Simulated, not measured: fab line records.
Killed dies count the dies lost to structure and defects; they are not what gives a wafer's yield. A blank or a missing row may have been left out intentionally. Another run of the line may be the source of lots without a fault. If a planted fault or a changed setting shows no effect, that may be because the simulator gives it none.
Matching of chambers | flow berkeley cmos170 | UCB170_CONTACT_CLEAN_20 on wet bench-04 has 4 sister chambers
The step cleans in SPM, time 600 s. 14 wafers are shown with their chamber, then 7 later ones without.

== WAFERS WITH THEIR CHAMBER ==
wafer  | chamber | bath guard temp C (C)
L467.2 | 3       | 120.1
L467.3 | 3       | 120.2
L467.5 | 3       | 119.7
L469.2 | 0       | 119.7
L469.4 | 0       | 119.7
L469.6 | 0       | 120.3
L483.1 | 1       | 119.9
L483.2 | 1       | 120.3
L483.5 | 1       | 119.9
L485.1 | 2       | 119.7
L485.4 | 2       | 120.1
L485.5 | 2       | 119.6
L487.3 | 2       | 119.7
L487.4 | 2       | 119.8

SIGNATURES, as means of the wafers listed above
reading           | chamber 0 | chamber 1 | chamber 2 | chamber 3 | scatter within a chamber
bath guard temp C | 119.900   | 120.033   | 119.780   | 120.000   | 0.252
Rule: for a wafer and a chamber, the distance is found by dividing, reading by reading, the gap between the wafer's reading and the chamber's mean by the reading's scatter, squaring, summing and taking the root. The wafer belongs to the nearest chamber; if the next one is less than 2 further off, it can't be placed. The scatter: take each reading less its chamber's mean, square it, sum over the shown wafers, divide by the number of wafers less the number of chambers, and take the root.

== WAFERS WITH NO CHAMBER GIVEN ==
wafer  | bath guard temp C (C)
L487.6 | 120.0
L488.1 | 119.6
L488.2 | 120.0
L488.5 | 119.5
L490.1 | 119.6
L490.2 | 120.1
L490.4 | 120.2

== CHAMBER TAKEN BY EACH ==
wafer  | from the rows above               | in truth
L487.6 | can't be placed: 3 or 1 or 0 or 2 | 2
L488.1 | can't be placed: 2 or 0 or 3 or 1 | 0
L488.2 | can't be placed: 3 or 1 or 0 or 2 | 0
L488.5 | can't be placed: 2 or 0 or 3 or 1 | 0
L490.1 | can't be placed: 2 or 0 or 3 or 1 | 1
L490.2 | can't be placed: 1 or 3 or 0 or 2 | 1
L490.4 | can't be placed: 1 or 3 or 0 or 2 | 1
0 of 7 placed correctly. Can't be placed from these rows: 7 (the true chamber is among the candidates in 7). Placed wrongly: 0.
